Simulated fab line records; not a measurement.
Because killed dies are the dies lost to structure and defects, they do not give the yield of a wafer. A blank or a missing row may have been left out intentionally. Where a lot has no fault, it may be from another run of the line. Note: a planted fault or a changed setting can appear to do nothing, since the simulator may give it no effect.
Split-lot experiment + flow berkeleyCmos170 + 23 wafers read from 5 lots, route of 331 steps

## SPLIT DETAILS
At UCB170_ZERO_COAT_01 (resist thk 900 nm), the setting resistThkNm was moved away from the recipe's 900 nm on 9 of the 23 wafers read, by -4.6% to +4.1%. All remaining wafers had this setting at the recipe value.

Reading taken at the split's own step.

## THE READING
KrF_of_ZERO_COAT_01.thkNm (the simulator's own value, which no gauge read), in nm, at UCB170_ZERO_COAT_01 (resist thk 900 nm). The file does not state a usual value for it. Average 901.8 nm, standard deviation 4.9 nm, over the 14 wafers here run with the recipe.

| wafer  | tool, chamber at the split | resistThkNm as run, nm | against the recipe | KrF_of_ZERO_COAT_01.thkNm, nm | against lot-mates on the recipe |
|--------|----------------------------|------------------------|--------------------|-------------------------------|---------------------------------|
| L074.1 | lithoTrack-01, 0           | 858.6                  | -4.6%              | 854.5                         | -40.4                           |
| L074.2 | lithoTrack-01, 0           | 858.6                  | -4.6%              | 854.3                         | -40.6                           |
| L074.3 | lithoTrack-01, 0           | 900                    | recipe             | 893.6                         | -                               |
| L074.4 | lithoTrack-01, 0           | 900                    | recipe             | 896.4                         | -                               |
| L074.5 | lithoTrack-01, 0           | 900                    | recipe             | 894.7                         | -                               |
| L075.1 | lithoTrack-02, 0           | 930                    | +3.3%              | 929                           | +28.4                           |
| L075.2 | lithoTrack-02, 0           | 900                    | recipe             | 902.7                         | -                               |
| L075.3 | lithoTrack-02, 0           | 930                    | +3.3%              | 930.9                         | +30.3                           |
| L075.4 | lithoTrack-02, 0           | 900                    | recipe             | 901.9                         | -                               |
| L075.5 | lithoTrack-02, 0           | 900                    | recipe             | 897.2                         | -                               |
| L077.1 | lithoTrack-01, 0           | 900                    | recipe             | 902.2                         | -                               |
| L077.2 | lithoTrack-01, 0           | 932.2                  | +3.6%              | 931.4                         | +28.9                           |
| L077.3 | lithoTrack-01, 0           | 932.2                  | +3.6%              | 932                           | +29.5                           |
| L077.4 | lithoTrack-01, 0           | 932.2                  | +3.6%              | 934.7                         | +32.2                           |
| L077.5 | lithoTrack-01, 0           | 900                    | recipe             | 902.7                         | -                               |
| L084.1 | lithoTrack-02, 0           | 937                    | +4.1%              | 943.5                         | +34.8                           |
| L084.2 | lithoTrack-02, 0           | 900                    | recipe             | 909.3                         | -                               |
| L084.4 | lithoTrack-02, 0           | 937                    | +4.1%              | 944.3                         | +35.6                           |
| L084.5 | lithoTrack-02, 0           | 900                    | recipe             | 911.4                         | -                               |
| L084.6 | lithoTrack-02, 0           | 900                    | recipe             | 905.5                         | -                               |
| L085.1 | lithoTrack-02, 0           | 900                    | recipe             | 902                           | -                               |
| L085.2 | lithoTrack-02, 0           | 900                    | recipe             | 901.1                         | -                               |
| L085.4 | lithoTrack-02, 0           | 900                    | recipe             | 904.3                         | -                               |

FIT RESULTS
A straight line over all 23 wafers: KrF_of_ZERO_COAT_01.thkNm changes by +9.62 nm for each +1% of resistThkNm; r = +0.98; the points scatter about the line by 4.5 nm.
The same after taking each lot's own level away (the mean of its wafers on the recipe; 23 wafers): +8.66 nm for each +1%; r = +1.00; scatter 1.6 nm.
That fit puts the effect of the largest move of resistThkNm on the reading at 40 nm.
From 894.90 to 908.73 nm: that is the span of the lots' own levels, equal to 2.8 times the standard deviation above.
So the slope is not independent of the lot-to-lot level: the two fits are not the same.
Check: -39.9 nm against its lot-mates is what the line predicts for one of the wafers moved furthest among these (-4.6%) when that wafer is left out of the fit. It came out at -40.4 nm against them.

## THE WHOLE CHAIN: every reading that the file lists as answering this split, in the file's order
| step                 | what it does      | reading                                                                    | change (the file's fit)              | r (the file's) |
|----------------------|-------------------|----------------------------------------------------------------------------|--------------------------------------|----------------|
| UCB170_ZERO_COAT_01  | resist thk 900 nm | KrF_of_ZERO_COAT_01.thkNm (the simulator's own value, which no gauge read) | +8.66 nm for each +1% of the setting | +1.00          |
| UCB170_ZERO_STRIP_07 | strips in O2      | stripTimeToEndpointS                                                       | withheld for each +1% of the setting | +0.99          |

## FILE'S OWN FIT
KrF_of_ZERO_COAT_01.thkNm changes by +8.66 nm for each +1% of resistThkNm, r = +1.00.
